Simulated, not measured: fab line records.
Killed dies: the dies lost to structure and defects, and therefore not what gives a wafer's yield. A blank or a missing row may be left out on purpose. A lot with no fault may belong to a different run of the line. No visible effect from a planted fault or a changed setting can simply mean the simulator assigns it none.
Which tool was responsible? :: flow ritCmos :: 16 lots, 48 wafers sampled, at 4 steps of a route of 202

== WHAT THE GAUGES SHOWED, per wafer ==
RIT_NWELL_OVL_MEAS_06. Usual: for NWELL_OVL the level is 0.7 nm and the standard deviation is 1.7.
lot: L956
measured: day 1 21:28
on: overlay-02
NWELL_OVL (nm): 3.5 3.9 5.4
flag: 

lot: L957
measured: day 2 01:18
on: overlay-01
NWELL_OVL (nm): -2.4 -1.6 -1.0
flag: 

lot: L958
measured: day 2 06:32
on: overlay-02
NWELL_OVL (nm): 0.8 1.6 -0.4
flag: 

lot: L959
measured: day 2 12:35
on: overlay-01
NWELL_OVL (nm): -1.0 -1.8 0.2
flag: 

lot: L960
measured: day 2 18:43
on: overlay-02
NWELL_OVL (nm): 4.0 4.7 4.6
flag: 

lot: L961
measured: day 2 23:02
on: overlay-01
NWELL_OVL (nm): -0.4 0.1 2.1
flag: 

lot: L962
measured: day 3 02:08
on: overlay-01
NWELL_OVL (nm): -1.3 0.0 -0.9
flag: 

lot: L966
measured: day 3 23:13
on: overlay-02
NWELL_OVL (nm): -0.8 0.4 -0.4
flag: 

lot: L968
measured: day 4 09:11
on: overlay-01
NWELL_OVL (nm): -0.1 0.8 0.7
flag: 

lot: L969
measured: day 4 13:28
on: overlay-02
NWELL_OVL (nm): 2.9 0.9 3.9
flag: 

lot: L970
measured: day 4 19:07
on: overlay-02
NWELL_OVL (nm): 2.0 1.9 4.8
flag: 

lot: L971
measured: day 5 01:46
on: overlay-01
NWELL_OVL (nm): -0.1 -1.4 0.3
flag: 

lot: L972
measured: day 5 05:46
on: overlay-02
NWELL_OVL (nm): 0.4 -0.2 0.9
flag: 

lot: L975
measured: day 5 21:00
on: overlay-02
NWELL_OVL (nm): 2.6 0.7 1.1
flag: 

lot: L977
measured: day 6 05:19
on: overlay-01
NWELL_OVL (nm): 1.2 0.2 -2.0
flag: 

lot: L979
measured: day 6 16:37
on: overlay-01
NWELL_OVL (nm): -0.2 -1.7 -1.8
flag: 

RIT_M1_RS_MEAS_01: measurement is done with a four-point probe. Usual: for M1_AL_RS the level is 0.0712 ohm/sq and the standard deviation is 0.00075.
lot: L956
measured: day 3 07:07
on: filmMetro-02
M1_AL_RS (ohm/sq): 0.0701 0.0707 0.0706
flag: 

lot: L957
measured: day 3 10:10
on: filmMetro-04
M1_AL_RS (ohm/sq): 0.0706 0.0709 0.0717
flag: 

lot: L958
measured: day 3 14:27
on: filmMetro-02
M1_AL_RS (ohm/sq): 0.0706 0.0707 0.0712
flag: 

lot: L959
measured: day 3 21:51
on: filmMetro-04
M1_AL_RS (ohm/sq): 0.0712 0.0706 0.0714
flag: 

lot: L960
measured: day 4 05:23
on: filmMetro-01
M1_AL_RS (ohm/sq): 0.0711 0.0713 0.0715
flag: 

lot: L961
measured: day 4 08:05
on: filmMetro-02
M1_AL_RS (ohm/sq): 0.0707 0.0701 0.0704
flag: 

lot: L962
measured: day 4 13:14
on: filmMetro-04
M1_AL_RS (ohm/sq): 0.0710 0.0719 0.0717
flag: 

lot: L966
measured: day 5 11:50
on: filmMetro-01
M1_AL_RS (ohm/sq): 0.0894 0.0896 0.0888
flag: OFF

lot: L968
measured: day 5 19:46
on: filmMetro-04
M1_AL_RS (ohm/sq): 0.0910 0.0888 0.0893
flag: OFF

lot: L969
measured: day 5 23:43
on: filmMetro-04
M1_AL_RS (ohm/sq): 0.0716 0.0718 0.0723
flag: 

lot: L970
measured: day 6 05:02
on: filmMetro-04
M1_AL_RS (ohm/sq): 0.0892 0.0897 0.0895
flag: OFF

lot: L971
measured: day 6 12:52
on: filmMetro-02
M1_AL_RS (ohm/sq): 0.0884 0.0878 0.0892
flag: OFF

lot: L972
measured: day 6 14:58
on: filmMetro-02
M1_AL_RS (ohm/sq): 0.0709 0.0705 0.0709
flag: 

lot: L975
measured: day 7 05:06
on: filmMetro-04
M1_AL_RS (ohm/sq): 0.0722 0.0713 0.0723
flag: 

lot: L977
measured: day 7 14:11
on: filmMetro-02
M1_AL_RS (ohm/sq): 0.0714 0.0718 0.0710
flag: 

lot: L979
measured: day 8 00:03
on: filmMetro-04
M1_AL_RS (ohm/sq): 0.0713 0.0702 0.0706
flag: 

RIT_M1_THK_MEAS_02: measures by xrf. Usual: for M1_AL_THK the level is 416 nm and the standard deviation is 4.2.
lot: L956
measured: day 3 07:14
on: filmMetro-02
M1_AL_THK (nm): 422 414 418
flag: 

lot: L957
measured: day 3 10:17
on: filmMetro-04
M1_AL_THK (nm): 420 418 414
flag: 

lot: L958
measured: day 3 14:33
on: filmMetro-02
M1_AL_THK (nm): 416 415 414
flag: 

lot: L959
measured: day 3 21:58
on: filmMetro-04
M1_AL_THK (nm): 420 421 418
flag: 

lot: L960
measured: day 4 05:30
on: filmMetro-01
M1_AL_THK (nm): 417 417 413
flag: 

lot: L961
measured: day 4 08:12
on: filmMetro-02
M1_AL_THK (nm): 420 421 416
flag: 

lot: L962
measured: day 4 13:20
on: filmMetro-04
M1_AL_THK (nm): 413 412 413
flag: 

lot: L966
measured: day 5 11:57
on: filmMetro-01
M1_AL_THK (nm): 351 351 356
flag: OFF

lot: L968
measured: day 5 19:53
on: filmMetro-04
M1_AL_THK (nm): 346 353 352
flag: OFF

lot: L969
measured: day 5 23:50
on: filmMetro-04
M1_AL_THK (nm): 416 415 412
flag: 

lot: L970
measured: day 6 05:09
on: filmMetro-04
M1_AL_THK (nm): 349 348 348
flag: OFF

lot: L971
measured: day 6 12:59
on: filmMetro-02
M1_AL_THK (nm): 352 354 348
flag: OFF

lot: L972
measured: day 6 15:05
on: filmMetro-02
M1_AL_THK (nm): 419 420 418
flag: 

lot: L975
measured: day 7 05:13
on: filmMetro-04
M1_AL_THK (nm): 411 415 410
flag: 

lot: L977
measured: day 7 14:19
on: filmMetro-02
M1_AL_THK (nm): 412 411 414
flag: 

lot: L979
measured: day 8 00:10
on: filmMetro-04
M1_AL_THK (nm): 415 422 419
flag: 

== TOOL THAT RAN EACH LOT (tool first, then ch and the chambers of the sampled wafers, then the start) ==
lot: L956
RIT_M1_SPUTTER_00: pvdSputter-03, day 3 06:43

lot: L957
RIT_M1_SPUTTER_00: pvdSputter-02, day 3 09:52

lot: L958
RIT_M1_SPUTTER_00: pvdSputter-03, day 3 14:07

lot: L959
RIT_M1_SPUTTER_00: pvdSputter-02, day 3 21:33

lot: L960
RIT_M1_SPUTTER_00: pvdSputter-03, day 4 05:05

lot: L961
RIT_M1_SPUTTER_00: pvdSputter-02, day 4 07:47

lot: L962
RIT_M1_SPUTTER_00: pvdSputter-03, day 4 12:54

lot: L966
RIT_M1_SPUTTER_00: pvdSputter-03, day 5 11:31

lot: L968
RIT_M1_SPUTTER_00: pvdSputter-03, day 5 19:28

lot: L969
RIT_M1_SPUTTER_00: pvdSputter-04, day 5 23:26

lot: L970
RIT_M1_SPUTTER_00: pvdSputter-03, day 6 04:43

lot: L971
RIT_M1_SPUTTER_00: pvdSputter-03, day 6 12:34

lot: L972
RIT_M1_SPUTTER_00: pvdSputter-02, day 6 14:41

lot: L975
RIT_M1_SPUTTER_00: pvdSputter-04, day 7 04:49

lot: L977
RIT_M1_SPUTTER_00: pvdSputter-04, day 7 13:53

lot: L979
RIT_M1_SPUTTER_00: pvdSputter-04, day 7 23:46
- RIT_M1_SPUTTER_00: material Al, target thk 400 nm, time 500 s.

== AS READ BY THE TOOLS THEMSELVES (means over the sampled wafers that have a number; for cases with no such wafer, the mark the record gives instead) ==
RIT_M1_SPUTTER_00. Usual: chamberPressurePa 0.4000 Pa, standard deviation 0.00085; throttleValvePct 29.9 %, standard deviation 0.52.
lot: L956
tool: pvdSputter-03
chamberPressurePa (Pa): 0.4003
throttleValvePct (%): 30.1
flag: 

lot: L957
tool: pvdSputter-02
chamberPressurePa (Pa): 0.4005
throttleValvePct (%): 29.6
flag: 

lot: L958
tool: pvdSputter-03
chamberPressurePa (Pa): 0.4001
throttleValvePct (%): 30.2
flag: 

lot: L959
tool: pvdSputter-02
chamberPressurePa (Pa): 0.4001
throttleValvePct (%): 29.7
flag: 

lot: L960
tool: pvdSputter-03
chamberPressurePa (Pa): 0.3999
throttleValvePct (%): 30.0
flag: 

lot: L961
tool: pvdSputter-02
chamberPressurePa (Pa): 0.4001
throttleValvePct (%): 30.1
flag: 

lot: L962
tool: pvdSputter-03
chamberPressurePa (Pa): 0.3999
throttleValvePct (%): 30.2
flag: 

lot: L966
tool: pvdSputter-03
chamberPressurePa (Pa): 0.4006
throttleValvePct (%): 30.1
flag: 

lot: L968
tool: pvdSputter-03
chamberPressurePa (Pa): 0.4002
throttleValvePct (%): 30.2
flag: 

lot: L969
tool: pvdSputter-04
chamberPressurePa (Pa): 0.3995
throttleValvePct (%): 29.2
flag: 

lot: L970
tool: pvdSputter-03
chamberPressurePa (Pa): 0.4002
throttleValvePct (%): 30.1
flag: 

lot: L971
tool: pvdSputter-03
chamberPressurePa (Pa): 0.4005
throttleValvePct (%): 30.0
flag: 

lot: L972
tool: pvdSputter-02
chamberPressurePa (Pa): 0.3998
throttleValvePct (%): 29.6
flag: 

lot: L975
tool: pvdSputter-04
chamberPressurePa (Pa): 0.3998
throttleValvePct (%): 30.1
flag: 

lot: L977
tool: pvdSputter-04
chamberPressurePa (Pa): 0.3991
throttleValvePct (%): 29.8
flag: 

lot: L979
tool: pvdSputter-04
chamberPressurePa (Pa): 0.4003
throttleValvePct (%): 29.9
flag: 

== THE ANSWER, worked out from the rows above alone ==
Rule: take the mean of a lot's wafers that have a number; if it is more than 3 standard deviations from the usual mean, the lot is off. Also off: a lot with no number at a reading for which 4 or more lots have one. Where the step has rows for the other lots, those lots are counted as sound. The gauges are gone through in route order, then the tools' own readings, and for those a lot's mean is taken as printed above. At the first step where some lot is off, the reading lying furthest off is the one used; lots without a number count as furthest.
Off: L966, L968, L970, L971, at RIT_M1_RS_MEAS_01 (M1_AL_RS).
A tool fits if, at a process step before that reading, it ran every lot that is off, and no sound lot after the first of them. Gauges at RIT_M1_RS_MEAS_01: tried the same way as those tools. One fits: RIT_M1_SPUTTER_00 on pvdSputter-03. A fault onset in the window from L962 (day 4 12:54, its last sound lot) to L966 (day 5 11:31, its first lot off) fits.

== WHAT WAS PUT IN BY THE SIMULATOR ==
Site profile drift: pvdSputter-03, from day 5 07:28 on, at RIT_M1_SPUTTER_00. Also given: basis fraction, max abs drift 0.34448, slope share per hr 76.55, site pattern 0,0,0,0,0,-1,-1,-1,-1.
Shown lots that were struck: L966, L968, L970, L971. The rule above found the same.
